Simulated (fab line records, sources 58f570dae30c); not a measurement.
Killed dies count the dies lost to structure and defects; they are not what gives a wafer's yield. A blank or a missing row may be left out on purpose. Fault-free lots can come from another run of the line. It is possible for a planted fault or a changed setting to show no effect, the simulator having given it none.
Which tool is to blame? ; flow berkeleyCmos170 ; 7 lots with 21 wafers sampled at 3 steps, on a route of 331 steps

== WHAT THE GAUGES READ, wafer by wafer ==
UCB170_M2_CD_MEAS_90: the cd target is 700 nm.
lot;measured;on;cdNm (nm)
L269;day 9 11:09;cdSem-02;698 698 702
L271;day 9 13:37;cdSem-01;701 702 701
L275;day 10 14:41;cdSem-02;694 704 693
L277;day 11 03:05;cdSem-01;701 701 696
L282;day 12 17:37;cdSem-01;706 703 679 706 703 680
L286;day 13 16:42;cdSem-02;702 703 704
L290;day 14 12:14;cdSem-02;699 696 697

== TOOL THAT RAN EACH LOT (tool first, then ch and the chambers of the sampled wafers, then the start) ==
lot;UCB170_M2_METAL_ETCH_18;UCB170_M2_STRIP_19
L269;rieMetal-02 ch 0,1, day 9 10:52;plasmaAsher-02 ch 0,1, day 9 11:01
L271;rieMetal-01 ch 0, day 9 13:11;plasmaAsher-01 ch 0,1, day 9 13:29
L275;rieMetal-02 ch 0,1, day 10 14:24;plasmaAsher-01 ch 0,1, day 10 14:35
L277;rieMetal-02 ch 0,1, day 11 02:49;plasmaAsher-03 ch 0,1, day 11 02:59
L282;rieMetal-02 ch 0,1, day 12 17:20;plasmaAsher-02 ch 0,1, day 12 17:29
L286;rieMetal-04 ch 0,1, day 13 16:23;plasmaAsher-01 ch 0,1, day 13 16:35
L290;rieMetal-01 ch 0,1, day 14 11:58;plasmaAsher-02 ch 0,1, day 14 12:08
- UCB170_M2_METAL_ETCH_18: etches Al in Cl2/BCl3, stops on SiO2, target depth 1170 nm, time 195 s.
- UCB170_M2_STRIP_19: strips in O2.

== THE ANSWER, worked out from the rows above alone ==
Rule: the usual values come from the lots themselves. The widest of any qualifying gaps counts: lots, ordered by their means at a reading, are off when they make up no more than a third of the lots, leave a main group of 4 or more, and stand apart from it by 3 or more times the standard deviation of that group's means. Not used: any main group whose means are identical at the precision the tables above print for the reading. Also off: a lot with no number at a reading for which 4 or more lots have one. Any other lot the step has rows for is counted as sound.
Across all readings shown, no lot is off: no conclusion can be drawn from this.

== WHAT THE SIMULATOR HAD INSERTED ==
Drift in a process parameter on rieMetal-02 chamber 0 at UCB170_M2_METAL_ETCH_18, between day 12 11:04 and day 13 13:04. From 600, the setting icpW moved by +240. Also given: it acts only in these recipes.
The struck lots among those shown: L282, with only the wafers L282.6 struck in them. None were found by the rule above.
